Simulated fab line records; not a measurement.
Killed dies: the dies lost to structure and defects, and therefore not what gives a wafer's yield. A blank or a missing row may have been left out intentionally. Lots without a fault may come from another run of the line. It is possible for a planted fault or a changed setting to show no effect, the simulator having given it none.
Struck lot and sound lot, side by side || flow berkeleyCmos170 || 13 steps out of a route of 331
Sound: wafers L911.1, L911.4, L911.6. Struck: wafers L915.1, L915.4, L915.5. The cause is given at the end.
Per side, at each step with rows, come the tool, then ch with its chambers, and then its first start. Under that, the readings that differ: sound wafers || struck wafers || difference of the means || sigmas: that difference in standard deviations of wafers without a fault.
alike: a reading whose means differ by less than 2 such deviations, as well as words and numbers matching on both sides. not compared: withheld readings; readings where some wafer has no value; bounds like >300 that might hide an equal value; numbers whose values overlap and for which the record gives no deviation.
Wherever a step has rows on one side only, a row that says differs or no value, or a row with sigmas, the two part there. Non-overlapping numbers with no deviation appear without sigmas and do not part them. Lack of a reading on every wafer of one side parts them only where that side has two or more wafers.

first, 2 steps without rows for these wafers: UCB170_NLDD_PEB_04; UCB170_NLDD_DEVELOP_05 (develop time 45 s).
UCB170_NLDD_CD_MEAS_06: the cd target is 1200 nm.
  sound on cdSem-02 at day 9 07:46; struck on cdSem-01 at day 10 15:44
  alike: cdNm
UCB170_NLDD_OVL_MEAS_07:
  sound on overlay-01 at day 9 07:53; struck on overlay-01 at day 10 15:51
  alike: NLDD_OVL
then, 2 steps without rows for these wafers: UCB170_NLDD_IMPLANT_08; UCB170_NLDD_IMPLANT_09.
UCB170_NLDD_STRIP_10: strips in O2.
  sound on plasmaAsher-01 ch 0,1, day 9 08:14; struck on plasmaAsher-02 ch 0, day 10 16:11
{"reading": "drypumpMotorCurrentA (A)", "sound": "5.2 5.2 5.7", "struck": "6.7 6.7 6.7", "difference": "+1.3", "sigmas": "+3"}
  alike: oesProductAu, stripTimeToEndpointS
  not compared: rfHoursCounterH
UCB170_NLDD_TW_MEAS_11:
  sound on filmMetro-02 at day 9 08:20; struck on filmMetro-03 at day 10 16:17
  alike: NLDD_TW
then, 1 step without rows for these wafers: UCB170_NLDD_CLEAN_12 (cleans in SPM, time 600 s).
UCB170_SPACER_CVD_00: deposits SiO2 from TEOS/O2, target thk 376 nm, time 47 s.
  sound on pecvd-02 ch 1,2, day 9 08:34; struck on pecvd-02 ch 0,1,2, day 10 16:43
  alike: heaterPowerW
UCB170_SPACER_THK_MEAS_01:
  sound on filmMetro-01 at day 9 08:36; struck on filmMetro-01 at day 10 16:45
  alike: SPACER_TEOS_THK
then, 1 step without rows for these wafers: UCB170_SPACER_ANNEAL_02 (time 1800 s).
UCB170_SPACER_ETCHBACK_03: etches SiO2 in CHF3/CF4/Ar, stops on Si, target depth 376 nm, time 100 s.
  sound on rieDiel-04 ch 0,1,2, day 9 15:55; struck on rieDiel-04 ch 0,1,2, day 10 22:54
{"reading": "oesProductAu (a.u.)", "sound": "0.887 0.883 0.937", "struck": "0.960 1.024 0.961", "difference": "+0.079", "sigmas": "+5"}
{"reading": "runLengthS (s)", "sound": "129.0 127.9 128.2", "struck": "110.7 111.9 112.2", "difference": -16.8, "sigmas": -32}
{"reading": "model.etch.depthNm (nm)", "sound": "371.9 378.1 381.7", "struck": "351.2 358.4 346.9", "difference": -25.1, "sigmas": ""}
  alike: CHF3_flow_sccm, drypumpMotorCurrentA, throttleValvePct
  not compared: rfHoursCounterH

WHERE THEY PART
First at UCB170_NLDD_STRIP_10; last, within this record, at UCB170_SPACER_ETCHBACK_03.

WHY: what had been put in by the simulator
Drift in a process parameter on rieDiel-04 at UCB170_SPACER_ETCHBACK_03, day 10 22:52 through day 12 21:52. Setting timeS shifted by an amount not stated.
